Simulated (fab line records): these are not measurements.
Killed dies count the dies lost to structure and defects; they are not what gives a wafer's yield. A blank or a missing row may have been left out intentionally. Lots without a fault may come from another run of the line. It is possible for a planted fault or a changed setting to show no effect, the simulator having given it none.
Which tool did it? || flow rit_cmos || 39 wafers from 13 lots sampled at 2 of the route's 202 steps

== WHAT THE GAUGES READ, wafer by wafer ==
RIT_CONTACT_CD_MEAS_08 targets a cd of 1000 nm. Usual: cd_nm at 999.4 nm, with a standard deviation of 2.1.
{"lot": "L279", "measured": "day 3 16:10", "on": "cd_sem-01", "cd_nm (nm)": "999.4 999.1 999.4", "flag": ""}
{"lot": "L281", "measured": "day 4 04:16", "on": "cd_sem-01", "cd_nm (nm)": "999.7 998.1 1000.2", "flag": ""}
{"lot": "L282", "measured": "day 4 07:14", "on": "cd_sem-02", "cd_nm (nm)": "1000.7 1001.9 1001.1", "flag": ""}
{"lot": "L285", "measured": "day 4 18:32", "on": "cd_sem-01", "cd_nm (nm)": "1149.6 1146.9 1147.4", "flag": "OFF"}
{"lot": "L288", "measured": "day 5 12:19", "on": "cd_sem-02", "cd_nm (nm)": "999.2 998.2 1001.2", "flag": ""}
{"lot": "L289", "measured": "day 5 13:37", "on": "cd_sem-02", "cd_nm (nm)": "998.6 998.2 997.7", "flag": ""}
{"lot": "L293", "measured": "day 6 10:31", "on": "cd_sem-02", "cd_nm (nm)": "997.7 997.7 999.2", "flag": ""}
{"lot": "L294", "measured": "day 6 15:43", "on": "cd_sem-02", "cd_nm (nm)": "1000.0 1001.7 1001.2", "flag": ""}
{"lot": "L297", "measured": "day 7 09:37", "on": "cd_sem-02", "cd_nm (nm)": "1000.3 999.4 998.6", "flag": ""}
{"lot": "L298", "measured": "day 7 11:56", "on": "cd_sem-02", "cd_nm (nm)": "996.2 998.6 997.5", "flag": ""}
{"lot": "L300", "measured": "day 7 20:38", "on": "cd_sem-02", "cd_nm (nm)": "1002.9 1001.8 1001.1", "flag": ""}
{"lot": "L301", "measured": "day 8 01:33", "on": "cd_sem-01", "cd_nm (nm)": "1000.1 996.6 999.0", "flag": ""}
{"lot": "L302", "measured": "day 8 08:00", "on": "cd_sem-02", "cd_nm (nm)": "1001.6 1001.3 1001.4", "flag": ""}

== WHAT TOOL EACH LOT RAN ON (gives the tool, then ch and the chambers of the sampled wafers, and finally the start) ==
{"lot": "L279", "RIT_CONTACT_EXPOSE_05": "iline_stepper-01 ch 0, day 3 15:40"}
{"lot": "L281", "RIT_CONTACT_EXPOSE_05": "iline_stepper-02 ch 0, day 4 03:41"}
{"lot": "L282", "RIT_CONTACT_EXPOSE_05": "iline_stepper-02 ch 0, day 4 06:37"}
{"lot": "L285", "RIT_CONTACT_EXPOSE_05": "iline_stepper-02 ch 0, day 4 18:01"}
{"lot": "L288", "RIT_CONTACT_EXPOSE_05": "iline_stepper-02 ch 0, day 5 11:48"}
{"lot": "L289", "RIT_CONTACT_EXPOSE_05": "iline_stepper-01 ch 0, day 5 13:05"}
{"lot": "L293", "RIT_CONTACT_EXPOSE_05": "iline_stepper-01 ch 0, day 6 09:59"}
{"lot": "L294", "RIT_CONTACT_EXPOSE_05": "iline_stepper-01 ch 0, day 6 15:12"}
{"lot": "L297", "RIT_CONTACT_EXPOSE_05": "iline_stepper-02 ch 0, day 7 09:05"}
{"lot": "L298", "RIT_CONTACT_EXPOSE_05": "iline_stepper-01 ch 0, day 7 11:25"}
{"lot": "L300", "RIT_CONTACT_EXPOSE_05": "iline_stepper-02 ch 0, day 7 20:07"}
{"lot": "L301", "RIT_CONTACT_EXPOSE_05": "iline_stepper-02 ch 0, day 8 01:02"}
{"lot": "L302", "RIT_CONTACT_EXPOSE_05": "iline_stepper-02 ch 0, day 8 07:29"}
- RIT_CONTACT_EXPOSE_05: exposes mask M11, target cd 1000 nm.

== WHAT THE TOOLS THEMSELVES READ (means of the sampled wafers that have a number; where no wafer has one, the mark that the record gives instead) ==
RIT_CONTACT_EXPOSE_05. Usual: stage_vel_mm_s 499.93 mm/s, standard deviation 0.24.
{"lot": "L279", "tool": "iline_stepper-01", "stage_vel_mm_s (mm/s)": 500.04, "flag": ""}
{"lot": "L281", "tool": "iline_stepper-02", "stage_vel_mm_s (mm/s)": 499.96, "flag": ""}
{"lot": "L282", "tool": "iline_stepper-02", "stage_vel_mm_s (mm/s)": 499.86, "flag": ""}
{"lot": "L285", "tool": "iline_stepper-02", "stage_vel_mm_s (mm/s)": 499.74, "flag": ""}
{"lot": "L288", "tool": "iline_stepper-02", "stage_vel_mm_s (mm/s)": 500.05, "flag": ""}
{"lot": "L289", "tool": "iline_stepper-01", "stage_vel_mm_s (mm/s)": 499.99, "flag": ""}
{"lot": "L293", "tool": "iline_stepper-01", "stage_vel_mm_s (mm/s)": 499.98, "flag": ""}
{"lot": "L294", "tool": "iline_stepper-01", "stage_vel_mm_s (mm/s)": 499.95, "flag": ""}
{"lot": "L297", "tool": "iline_stepper-02", "stage_vel_mm_s (mm/s)": 499.83, "flag": ""}
{"lot": "L298", "tool": "iline_stepper-01", "stage_vel_mm_s (mm/s)": 499.89, "flag": ""}
{"lot": "L300", "tool": "iline_stepper-02", "stage_vel_mm_s (mm/s)": 499.99, "flag": ""}
{"lot": "L301", "tool": "iline_stepper-02", "stage_vel_mm_s (mm/s)": 499.87, "flag": ""}
{"lot": "L302", "tool": "iline_stepper-02", "stage_vel_mm_s (mm/s)": 500.04, "flag": ""}

== THE ANSWER, worked out from the rows above alone ==
Rule: lot off if the mean of its wafers having a number is beyond 3 standard deviations from the usual mean. Also off: a lot with no number at a reading for which 4 or more lots have one. All remaining lots with rows at the step are treated as sound. After the gauges, taken in route order, come the tools' own readings; for these a lot's mean is taken, as printed above. At the first step where some lot is off, the reading lying furthest off is the one used; lots without a number count as furthest.
Off: L285 (RIT_CONTACT_CD_MEAS_08, cd_nm).
A tool fits if, at a process step before that reading, it ran every lot that is off, and no sound lot after the first of them. Gauges at RIT_CONTACT_CD_MEAS_08: tried the same way as those tools. No candidate that was tried fits.

== WHAT THE SIMULATOR PUT IN ==
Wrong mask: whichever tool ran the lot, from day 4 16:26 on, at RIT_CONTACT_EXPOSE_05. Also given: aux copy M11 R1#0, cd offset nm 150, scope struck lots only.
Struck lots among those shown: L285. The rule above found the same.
